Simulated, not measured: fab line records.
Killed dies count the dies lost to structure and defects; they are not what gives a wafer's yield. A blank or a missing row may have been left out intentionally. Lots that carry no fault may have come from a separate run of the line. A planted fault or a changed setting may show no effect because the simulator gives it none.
The tool behind it: which one? -- flow ritCmos -- 7 lots with 21 wafers sampled at 2 steps, on a route of 202 steps

## WHAT THE GAUGES READ, wafer by wafer
RIT_ACTIVE_THK_MEAS_02.
lot,measured,on,ACTIVE_OXIDE_THK (nm)
L568,day 1 17:03,filmMetro-01,46.4 46.4 46.8
L572,day 2 14:05,filmMetro-01,46.0 46.0 45.7
L575,day 3 04:04,filmMetro-02,46.5 46.6 47.1
L577,day 3 17:16,filmMetro-01,45.4 45.5 46.0
L579,day 4 00:03,filmMetro-01,46.2 46.8 46.6
L581,day 4 10:12,filmMetro-01,51.4 52.1 51.9
L585,day 5 06:04,filmMetro-01,52.3 52.2 52.1

## TOOL THAT RAN EACH LOT (tool first, then ch and the chambers of the sampled wafers, then the start)
lot,RIT_ACTIVE_OXIDATION_01
L568,"furnace-03 ch 0, day 1 15:07"
L572,"furnace-01 ch 0, day 2 12:08"
L575,"furnace-04 ch 0, day 3 02:07"
L577,"furnace-04 ch 0, day 3 15:20"
L579,"furnace-04 ch 0, day 3 22:07"
L581,"furnace-04 ch 0, day 4 08:14"
L585,"furnace-04 ch 0, day 5 04:07"
- RIT_ACTIVE_OXIDATION_01: target thk 46.8 nm, ox time 3360 s.

## THE ANSWER, worked out from the rows above alone
Rule: the usual values come from the lots themselves. The widest of any qualifying gaps counts: lots, ordered by their means at a reading, are off when they make up no more than a third of the lots, leave a main group of 4 or more, and stand apart from it by 3 or more times the standard deviation of that group's means. If all means in a main group match to the digits the tables above print for the reading, that group is not used. Also off: a lot with no number at a reading for which 4 or more lots have one. Any other lot the step has rows for is counted as sound.
Off: L581, L585, at RIT_ACTIVE_THK_MEAS_02 (ACTIVE_OXIDE_THK). Mean 46.3 nm and standard deviation 0.42 in the main group.
A tool fits if, at a process step before that reading, it ran every lot that is off, and no sound lot after the first of them. The gauges at RIT_ACTIVE_THK_MEAS_02 are tried like those tools. Undecided on this evidence; 2 tools fit (furnace-04 at RIT_ACTIVE_OXIDATION_01, filmMetro-01 at RIT_ACTIVE_THK_MEAS_02).

## WHAT THE SIMULATOR HAD PUT IN
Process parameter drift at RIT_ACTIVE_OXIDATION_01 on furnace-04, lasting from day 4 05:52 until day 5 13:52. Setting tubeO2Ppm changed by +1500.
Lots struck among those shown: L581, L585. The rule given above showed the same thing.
